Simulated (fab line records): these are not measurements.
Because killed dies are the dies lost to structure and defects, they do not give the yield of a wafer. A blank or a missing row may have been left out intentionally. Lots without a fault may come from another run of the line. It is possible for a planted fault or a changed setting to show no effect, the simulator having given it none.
Which tool did it? || flow rit_cmos || Sampling: 15 lots, 45 wafers, 6 of 202 route steps

WHAT THE GAUGES READ, wafer by wafer
RIT_PRETRO_OVL_MEAS_06.
{"lot": "L826", "measured": "day 2 07:05", "on": "overlay-02", "PRETRO_OVL (nm)": "-0.6 -2.2 1.2"}
{"lot": "L828", "measured": "day 2 16:40", "on": "overlay-01", "PRETRO_OVL (nm)": "2.3 2.6 0.9"}
{"lot": "L829", "measured": "day 2 22:03", "on": "overlay-01", "PRETRO_OVL (nm)": "0.6 -1.9 -1.2"}
{"lot": "L831", "measured": "day 3 08:30", "on": "overlay-02", "PRETRO_OVL (nm)": "2.8 0.8 0.5"}
{"lot": "L832", "measured": "day 3 12:48", "on": "overlay-02", "PRETRO_OVL (nm)": "0.7 1.0 2.2"}
{"lot": "L833", "measured": "day 3 18:13", "on": "overlay-01", "PRETRO_OVL (nm)": "4.6 3.7 2.7"}
{"lot": "L834", "measured": "day 3 22:30", "on": "overlay-02", "PRETRO_OVL (nm)": "1.9 2.1 3.3"}
{"lot": "L835", "measured": "day 4 04:52", "on": "overlay-02", "PRETRO_OVL (nm)": "1.4 2.6 1.7"}
{"lot": "L836", "measured": "day 4 08:41", "on": "overlay-02", "PRETRO_OVL (nm)": "-0.6 -0.8 0.7"}
{"lot": "L838", "measured": "day 4 18:40", "on": "overlay-01", "PRETRO_OVL (nm)": "1.7 0.7 -0.9"}
{"lot": "L839", "measured": "day 4 23:38", "on": "overlay-02", "PRETRO_OVL (nm)": "1.2 1.8 1.9"}
{"lot": "L840", "measured": "day 5 05:28", "on": "overlay-01", "PRETRO_OVL (nm)": "1.7 0.2 1.5"}
{"lot": "L843", "measured": "day 5 21:07", "on": "overlay-02", "PRETRO_OVL (nm)": "1.2 2.0 0.1"}
{"lot": "L848", "measured": "day 6 21:14", "on": "overlay-01", "PRETRO_OVL (nm)": "1.1 0.0 1.1"}
{"lot": "L849", "measured": "day 7 01:56", "on": "overlay-02", "PRETRO_OVL (nm)": "0.0 1.4 0.8"}

RIT_GATE_THK_MEAS_09.
{"lot": "L826", "measured": "day 2 11:34", "on": "film_metro-02", "GATE_POLY_THK (nm)": "250.1 252.1 251.6"}
{"lot": "L828", "measured": "day 2 21:04", "on": "film_metro-03", "GATE_POLY_THK (nm)": "251.3 250.2 254.4"}
{"lot": "L829", "measured": "day 3 02:43", "on": "film_metro-02", "GATE_POLY_THK (nm)": "253.0 252.9 253.7"}
{"lot": "L831", "measured": "day 3 12:40", "on": "film_metro-03", "GATE_POLY_THK (nm)": "247.5 246.4 249.1"}
{"lot": "L832", "measured": "day 3 16:58", "on": "film_metro-01", "GATE_POLY_THK (nm)": "252.6 251.7 252.9"}
{"lot": "L833", "measured": "day 3 22:24", "on": "film_metro-03", "GATE_POLY_THK (nm)": "246.3 246.1 246.8"}
{"lot": "L834", "measured": "day 4 03:17", "on": "film_metro-01", "GATE_POLY_THK (nm)": "246.7 249.6 247.0"}
{"lot": "L835", "measured": "day 4 10:05", "on": "film_metro-03", "GATE_POLY_THK (nm)": "246.3 246.5 246.5"}
{"lot": "L836", "measured": "day 4 13:10", "on": "film_metro-01", "GATE_POLY_THK (nm)": "253.3 254.8 253.8"}
{"lot": "L838", "measured": "day 5 00:41", "on": "film_metro-03", "GATE_POLY_THK (nm)": "250.0 250.5 249.6"}
{"lot": "L839", "measured": "day 5 04:37", "on": "film_metro-01", "GATE_POLY_THK (nm)": "251.6 249.9 249.4"}
{"lot": "L840", "measured": "day 5 10:01", "on": "film_metro-03", "GATE_POLY_THK (nm)": "251.0 251.9 249.8"}
{"lot": "L843", "measured": "day 6 01:17", "on": "film_metro-02", "GATE_POLY_THK (nm)": "253.4 253.0 254.1"}
{"lot": "L848", "measured": "day 7 01:23", "on": "film_metro-03", "GATE_POLY_THK (nm)": "254.2 254.5 254.2"}
{"lot": "L849", "measured": "day 7 06:15", "on": "film_metro-03", "GATE_POLY_THK (nm)": "253.4 252.2 252.3"}

RIT_GATE_CD_MEAS_90: target cd 150 nm.
{"lot": "L826", "measured": "day 2 13:08", "on": "cd_sem-01", "cd_nm (nm)": "151.8 151.1 151.1"}
{"lot": "L828", "measured": "day 2 22:44", "on": "cd_sem-01", "cd_nm (nm)": "150.9 150.0 151.2"}
{"lot": "L829", "measured": "day 3 04:21", "on": "cd_sem-01", "cd_nm (nm)": "144.8 147.4 146.5"}
{"lot": "L831", "measured": "day 3 14:10", "on": "cd_sem-02", "cd_nm (nm)": "154.3 155.0 155.8"}
{"lot": "L832", "measured": "day 3 18:29", "on": "cd_sem-02", "cd_nm (nm)": "149.7 147.4 149.0"}
{"lot": "L833", "measured": "day 3 23:54", "on": "cd_sem-02", "cd_nm (nm)": "150.3 149.6 149.3"}
{"lot": "L834", "measured": "day 4 05:11", "on": "cd_sem-02", "cd_nm (nm)": "149.2 148.6 147.2"}
{"lot": "L835", "measured": "day 4 11:45", "on": "cd_sem-02", "cd_nm (nm)": "145.9 147.2 148.7"}
{"lot": "L836", "measured": "day 4 14:40", "on": "cd_sem-01", "cd_nm (nm)": "150.2 148.3 147.1"}
{"lot": "L838", "measured": "day 5 02:12", "on": "cd_sem-01", "cd_nm (nm)": "149.8 148.4 147.5"}
{"lot": "L839", "measured": "day 5 06:13", "on": "cd_sem-01", "cd_nm (nm)": "154.2 153.6 153.4"}
{"lot": "L840", "measured": "day 5 11:31", "on": "cd_sem-01", "cd_nm (nm)": "145.6 148.2 148.2"}
{"lot": "L843", "measured": "day 6 03:00", "on": "cd_sem-01", "cd_nm (nm)": "150.3 151.1 151.3"}
{"lot": "L848", "measured": "day 7 03:02", "on": "cd_sem-02", "cd_nm (nm)": "148.5 146.1 145.9"}
{"lot": "L849", "measured": "day 7 07:46", "on": "cd_sem-01", "cd_nm (nm)": "146.6 146.3 146.6"}

RIT_NSD_TW_MEAS_10.
{"lot": "L826", "measured": "day 3 00:21", "on": "film_metro-04", "NSD_TW": "3160 3160 3148"}
{"lot": "L828", "measured": "day 3 09:13", "on": "film_metro-02", "NSD_TW": "3119 3127 3113"}
{"lot": "L829", "measured": "day 3 14:18", "on": "film_metro-01", "NSD_TW": "3149 3147 3138"}
{"lot": "L831", "measured": "day 4 01:18", "on": "film_metro-02", "NSD_TW": "3144 3139 3146"}
{"lot": "L832", "measured": "day 4 05:40", "on": "film_metro-04", "NSD_TW": "3103 3098 3100"}
{"lot": "L833", "measured": "day 4 10:08", "on": "film_metro-01", "NSD_TW": "3150 3165 3180"}
{"lot": "L834", "measured": "day 4 16:59", "on": "film_metro-01", "NSD_TW": "3155 3166 3140"}
{"lot": "L835", "measured": "day 4 21:51", "on": "film_metro-02", "NSD_TW": "3158 3142 3154"}
{"lot": "L836", "measured": "day 5 00:42", "on": "film_metro-04", "NSD_TW": "3132 3133 3148"}
{"lot": "L838", "measured": "day 5 14:42", "on": "film_metro-01", "NSD_TW": "3561 3556 3547"}
{"lot": "L839", "measured": "day 5 16:21", "on": "film_metro-02", "NSD_TW": "3135 3148 3140"}
{"lot": "L840", "measured": "day 5 22:16", "on": "film_metro-01", "NSD_TW": "3537 3543 3559"}
{"lot": "L843", "measured": "day 6 13:21", "on": "film_metro-04", "NSD_TW": "3118 3119 3126"}
{"lot": "L848", "measured": "day 7 14:02", "on": "film_metro-02", "NSD_TW": "3527 3543 3531"}
{"lot": "L849", "measured": "day 7 18:03", "on": "film_metro-02", "NSD_TW": "3129 3137 3128"}

RIT_SDANNEAL_RS_MEAS_05: uses a four-point probe to measure.
{"lot": "L826", "measured": "day 3 02:32", "on": "film_metro-01", "NSD_RS (ohm/sq)": "84.21 84.29 84.78"}
{"lot": "L828", "measured": "day 3 11:24", "on": "film_metro-01", "NSD_RS (ohm/sq)": "84.73 84.65 84.65"}
{"lot": "L829", "measured": "day 3 16:28", "on": "film_metro-02", "NSD_RS (ohm/sq)": "84.91 85.00 84.87"}
{"lot": "L831", "measured": "day 4 03:20", "on": "film_metro-04", "NSD_RS (ohm/sq)": "84.70 84.84 84.97"}
{"lot": "L832", "measured": "day 4 07:51", "on": "film_metro-02", "NSD_RS (ohm/sq)": "84.74 84.79 84.82"}
{"lot": "L833", "measured": "day 4 12:11", "on": "film_metro-01", "NSD_RS (ohm/sq)": "84.43 84.49 84.28"}
{"lot": "L834", "measured": "day 4 19:13", "on": "film_metro-04", "NSD_RS (ohm/sq)": "84.48 84.64 84.72"}
{"lot": "L835", "measured": "day 5 00:02", "on": "film_metro-01", "NSD_RS (ohm/sq)": "84.33 84.29 84.29"}
{"lot": "L836", "measured": "day 5 03:02", "on": "film_metro-02", "NSD_RS (ohm/sq)": "84.27 84.26 84.15"}
{"lot": "L838", "measured": "day 5 17:22", "on": "film_metro-01", "NSD_RS (ohm/sq)": "52.12 52.26 52.14"}
{"lot": "L839", "measured": "day 5 18:22", "on": "film_metro-02", "NSD_RS (ohm/sq)": "84.78 84.45 84.59"}
{"lot": "L840", "measured": "day 6 00:17", "on": "film_metro-04", "NSD_RS (ohm/sq)": "52.56 52.64 52.62"}
{"lot": "L843", "measured": "day 6 15:32", "on": "film_metro-04", "NSD_RS (ohm/sq)": "84.86 85.01 84.87"}
{"lot": "L848", "measured": "day 7 16:25", "on": "film_metro-01", "NSD_RS (ohm/sq)": "52.36 52.36 52.35"}
{"lot": "L849", "measured": "day 7 20:05", "on": "film_metro-01", "NSD_RS (ohm/sq)": "84.42 84.65 84.69"}

TOOL THAT RAN EACH LOT (tool first, then ch and the chambers of the sampled wafers, then the start)
{"lot": "L826", "RIT_NSD_IMPLANT_08": "implanter-03 ch 0, day 3 00:03"}
{"lot": "L828", "RIT_NSD_IMPLANT_08": "implanter-04 ch 0, day 3 08:53"}
{"lot": "L829", "RIT_NSD_IMPLANT_08": "implanter-04 ch 0, day 3 13:58"}
{"lot": "L831", "RIT_NSD_IMPLANT_08": "implanter-02 ch 0, day 4 00:59"}
{"lot": "L832", "RIT_NSD_IMPLANT_08": "implanter-04 ch 0, day 4 05:22"}
{"lot": "L833", "RIT_NSD_IMPLANT_08": "implanter-02 ch 0, day 4 09:49"}
{"lot": "L834", "RIT_NSD_IMPLANT_08": "implanter-03 ch 0, day 4 16:41"}
{"lot": "L835", "RIT_NSD_IMPLANT_08": "implanter-02 ch 0, day 4 21:34"}
{"lot": "L836", "RIT_NSD_IMPLANT_08": "implanter-04 ch 0, day 5 00:23"}
{"lot": "L838", "RIT_NSD_IMPLANT_08": "implanter-02 ch 0, day 5 13:48"}
{"lot": "L839", "RIT_NSD_IMPLANT_08": "implanter-03 ch 0, day 5 16:01"}
{"lot": "L840", "RIT_NSD_IMPLANT_08": "implanter-04 ch 0, day 5 21:38"}
{"lot": "L843", "RIT_NSD_IMPLANT_08": "implanter-02 ch 0, day 6 13:04"}
{"lot": "L848", "RIT_NSD_IMPLANT_08": "implanter-02 ch 0, day 7 13:26"}
{"lot": "L849", "RIT_NSD_IMPLANT_08": "implanter-03 ch 0, day 7 17:44"}
- RIT_NSD_IMPLANT_08

WHAT THE TOOLS THEMSELVES READ (means of the sampled wafers that have a number; where no wafer has one, the mark that the record gives instead)
The record holds no such reading with a usual standard deviation.

THE ANSWER, worked out from the rows above alone
Rule: usual is defined by the lots themselves. Put in order of their means at a reading, lots are off if they are a third of the lots or fewer, leave a main group of 4 or more, and stand apart from it by a gap of 3 or more times the standard deviation of the main group's means; of several such gaps the widest counts. Not used: any main group whose means are identical at the precision the tables above print for the reading. A lot without any number at a reading at which 4 lots or more have one is off too. Any other lot the step has rows for is counted as sound. After the gauges, taken in route order, come the tools' own readings; for these a lot's mean is taken, as printed above. The first step at which some lot is off is used, and at that step the reading that is off furthest; a lot without a number counts as furthest.
Off: at RIT_NSD_TW_MEAS_10 (NSD_TW), L838, L840, L848. Mean 3139 and standard deviation 17 in the main group.
A tool fits if, at a process step before that reading, it ran every lot that is off, and no sound lot after the first of them. The gauges at RIT_NSD_TW_MEAS_10 are tried like those tools. Of those tried, none fits.

WHAT WAS PUT IN BY THE SIMULATOR
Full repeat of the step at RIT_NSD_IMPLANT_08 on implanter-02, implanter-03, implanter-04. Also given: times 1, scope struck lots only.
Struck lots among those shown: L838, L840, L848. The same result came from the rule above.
